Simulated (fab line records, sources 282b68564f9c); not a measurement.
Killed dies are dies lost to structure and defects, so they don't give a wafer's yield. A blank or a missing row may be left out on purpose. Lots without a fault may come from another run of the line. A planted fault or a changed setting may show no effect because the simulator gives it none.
A struck lot beside a sound one | flow rit_cmos | 19 steps out of a route of 202
Sound: wafers L292.4, L292.5, L292.6. Struck: wafers L284.1, L284.3, L284.6. The cause comes at the end.
At each step with rows: each side's tool, then ch and its chambers, then its first start. Under that, the readings that differ: sound wafers | struck wafers | difference of the means | sigmas: that difference in standard deviations of wafers without a fault.
alike: readings whose means differ by less than 2 such deviations, and words and numbers that are the same on both sides. not compared: withheld readings, readings that some wafer has no value for, bounds like >300 that may hide the same value, and numbers for which the record gives no deviation and whose values overlap.
The two part at a step that has a row with sigmas, a row that says differs or no value, or rows on one side only. Numbers that don't overlap but have no deviation are shown without sigmas and don't part them. A reading that every wafer of one side lacks parts them only if that side has two wafers or more.

RIT_CONTACT_STRIP_12: strips in O2, time 180 s.
  sound on plasma_asher-02 ch 0,1, day 7 12:45; struck on plasma_asher-01 ch 0,1, day 5 15:37
  alike: drypump_motor_current_A, rf_refl_power_W
  not compared: rf_hours_counter_h
RIT_CONTACT_CD_MEAS_90: target cd 1000 nm.
  sound on cd_sem-01, day 7 12:55; struck on cd_sem-02, day 5 15:47
  alike: cd_nm
then, 2 steps without rows for these wafers: RIT_CONTACT_CLEAN_13 (cleans in SC1, time 600 s); RIT_CONTACT_CLEAN_14 (cleans in SC2, time 600 s).
RIT_M1_SPUTTER_00: material Al, target thk 400 nm, time 500 s.
  sound on pvd_sputter-03, day 7 13:20; struck on pvd_sputter-03, day 5 16:16
  alike: throttle_valve_pct
RIT_M1_RS_MEAS_01: measures by four-point-probe.
  sound on film_metro-04, day 7 13:41; struck on film_metro-01, day 5 16:34
  alike: M1_AL_RS
RIT_M1_THK_MEAS_02: measures by xrf.
  sound on film_metro-04, day 7 13:47; struck on film_metro-01, day 5 16:41
  alike: M1_AL_THK
then, 5 steps without rows for these wafers: RIT_M1_HMDS_03 (prime time 60 s); RIT_M1_COAT_04 (resist thk 1322 nm); RIT_M1_SOFTBAKE_05 (time 60 s); RIT_M1_EXPOSE_06 (exposes mask M12, target cd 2600 nm); RIT_M1_PEB_07.
RIT_M1_DEVELOP_08: develop time 68 s.
  sound on litho_track-04 ch 0, day 7 14:00; struck on litho_track-02 ch 0, day 5 17:00
  reading                | sound             | struck            | difference | sigmas
  resist_line_temp_C (C) | 22.94 22.90 22.92 | 23.32 23.22 23.17 | +0.32      | +3
  alike: chill_plate_temp_C
RIT_M1_CD_MEAS_09: target cd 2600 nm.
  sound on cd_sem-02, day 7 14:45; struck on cd_sem-02, day 5 17:44
  reading    | sound                | struck               | difference | sigmas
  cd_nm (nm) | 2597.8 2598.4 2598.5 | 2611.8 2615.4 2614.9 | +15.8      | +6
RIT_M1_OVL_MEAS_10:
  sound on overlay-02, day 7 14:50; struck on overlay-01, day 5 17:52
  alike: M1_OVL
then, 1 step without rows for these wafers: RIT_M1_HARDBAKE_11 (time 120 s).
RIT_M1_METAL_ETCH_12: etches Al in Cl2/BCl3, stops on SiO2, time 165 s, target depth 600 nm.
  sound on rie_metal-03 ch 0,1, day 7 15:13; struck on rie_metal-03 ch 0,1, day 5 18:09
  reading             | sound          | struck         | difference | sigmas
  model.M1.cd_nm (nm) | 2597 2599 2600 | 2611 2617 2614 | +15        |
  alike: drypump_motor_current_A, oes_product_au, throttle_valve_pct
  not compared: rf_hours_counter_h
then, 1 step without rows for these wafers: RIT_M1_STRIP_13 (strips in nmp, time 600 s).
RIT_M1_PROBE_99:
  sound on prober-01, day 7 17:34; struck on prober-02, day 6 00:06
  reading                      | sound          | struck         | difference | sigmas
  killed_at_M0_to_M3           | 0 1 0          | 0 0 0          | +0         | -2
  model.etest.m1.width_nm (nm) | 2595 2596 2602 | 2615 2610 2619 | +17        |
  alike: defect_limited_yield, killed_at_contacts, killed_at_front_end, killed_dies, killed_open, killed_short, sort_bin_3_pad_short, sort_bin_5_function, sort_bin_6_memory, sort_n_pass, sort_yield_pct

WHERE THEY PART
First at RIT_M1_DEVELOP_08; last, within this record, at RIT_M1_PROBE_99.

WHY: what the simulator had put in
Process parameter drift: litho_track-02, from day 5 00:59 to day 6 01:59, at RIT_M1_DEVELOP_08. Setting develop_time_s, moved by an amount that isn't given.
